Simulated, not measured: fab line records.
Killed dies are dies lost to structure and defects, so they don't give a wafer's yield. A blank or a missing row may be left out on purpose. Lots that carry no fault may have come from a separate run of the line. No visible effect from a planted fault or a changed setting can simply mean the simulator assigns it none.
Lot-split experiment -- flow rit_cmos -- 23 wafers read across 5 lots, on a route 202 steps long

== THE SPLIT ITSELF ==
At RIT_PWELL_IMPLANT_08, the setting energy_kev was moved away from the recipe's 170 on 12 of the 23 wafers read, by -3.6% to +4.8%. For the rest of the wafers, this setting stayed at what the recipe calls for.

The reading is taken at the split's own step.

== THE READING ==
implant.drp_nm (the simulator's own value, which no gauge read), in nm, at RIT_PWELL_IMPLANT_08. No usual value for it is given in the file.

wafer,"tool, chamber at the split",energy_kev as run,against the recipe,"implant.drp_nm, nm",against lot-mates on the recipe
L074.1,"implanter-01, 0",170,recipe,102.9,-
L074.4,"implanter-01, 0",170,recipe,102.9,-
L074.2,"implanter-01, 0",163.8,-3.6%,101.5,-1.4
L074.3,"implanter-01, 0",163.8,-3.6%,101.5,-1.4
L074.6,"implanter-01, 0",163.8,-3.6%,101.5,-1.4
L076.1,"implanter-03, 0",170,recipe,102.9,-
L076.6,"implanter-03, 0",170,recipe,102.9,-
L076.3,"implanter-03, 0",167.3,-1.6%,102.3,-0.6
L076.4,"implanter-03, 0",167.3,-1.6%,102.3,-0.6
L076.5,"implanter-03, 0",167.3,-1.6%,102.3,-0.6
L077.1,"implanter-03, 0",170,recipe,102.9,-
L077.4,"implanter-03, 0",170,recipe,102.9,-
L077.2,"implanter-03, 0",175.9,+3.5%,103.8,+0.9
L077.3,"implanter-03, 0",175.9,+3.5%,103.8,+0.9
L077.6,"implanter-03, 0",175.9,+3.5%,103.8,+0.9
L080.3,"implanter-04, 0",170,recipe,102.9,-
L080.5,"implanter-04, 0",170,recipe,102.9,-
L080.6,"implanter-04, 0",170,recipe,102.9,-
L082.1,"implanter-04, 0",178.1,+4.8%,104.2,+1.3
L082.3,"implanter-04, 0",178.1,+4.8%,104.2,+1.3
L082.4,"implanter-04, 0",178.1,+4.8%,104.2,+1.3
L082.5,"implanter-04, 0",170,recipe,102.9,-
L082.6,"implanter-04, 0",170,recipe,102.9,-

THE FIT
A straight line over all 23 wafers: implant.drp_nm changes by +0.31 nm for each +1% of energy_kev; r = +0.99; the points scatter about the line by 0.1 nm.
The same after taking each lot's own level away (the mean of its wafers on the recipe; 23 wafers): +0.31 nm for each +1%; r = +0.99; scatter 0.1 nm.
On that fit, the largest move of energy_kev shifts the reading by 1.5 nm.
The lots' own levels span 102.90 to 102.90 nm.
The two slopes are in agreement: the lot-to-lot level therefore moves the slope only a little.
Check: for one of the wafers moved furthest among these (+4.8%), held out of the fit, the line's prediction against its lot-mates is +1.4 nm. Against them it came out at +1.3 nm.

== OTHER SPLITS ON THESE WAFERS ==
Other splits were also applied to these wafers ahead of the reading. Each is held against what the fit with the lots' levels taken away leaves over:
other split on the same wafers,wafers away from the commonest value,r with implant.drp_nm (lot level and that fit taken away)
RIT_ACTIVE_CVD_03 temp_c,15,-0.12
RIT_ACTIVE_COAT_06 resist_thk_nm,7,-0.25
RIT_PWELL_SOFTBAKE_02 temp_c,10,+0.16

== THE WHOLE CHAIN: every reading that the file lists as answering this split, in the file's order ==
step,what it does,reading,change (the file's fit),r (the file's)
RIT_PWELL_IMPLANT_08,,"implant.rp_nm (the simulator's own value, which no gauge read)",+3.7 nm for each +1% of the setting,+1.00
RIT_PWELL_IMPLANT_08,,"implant.drp_nm (the simulator's own value, which no gauge read)",+0.298 nm for each +1% of the setting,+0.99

== THE FILE'S OWN FIT ==
implant.drp_nm changes by +0.298 nm for each +1% of energy_kev, r = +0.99.
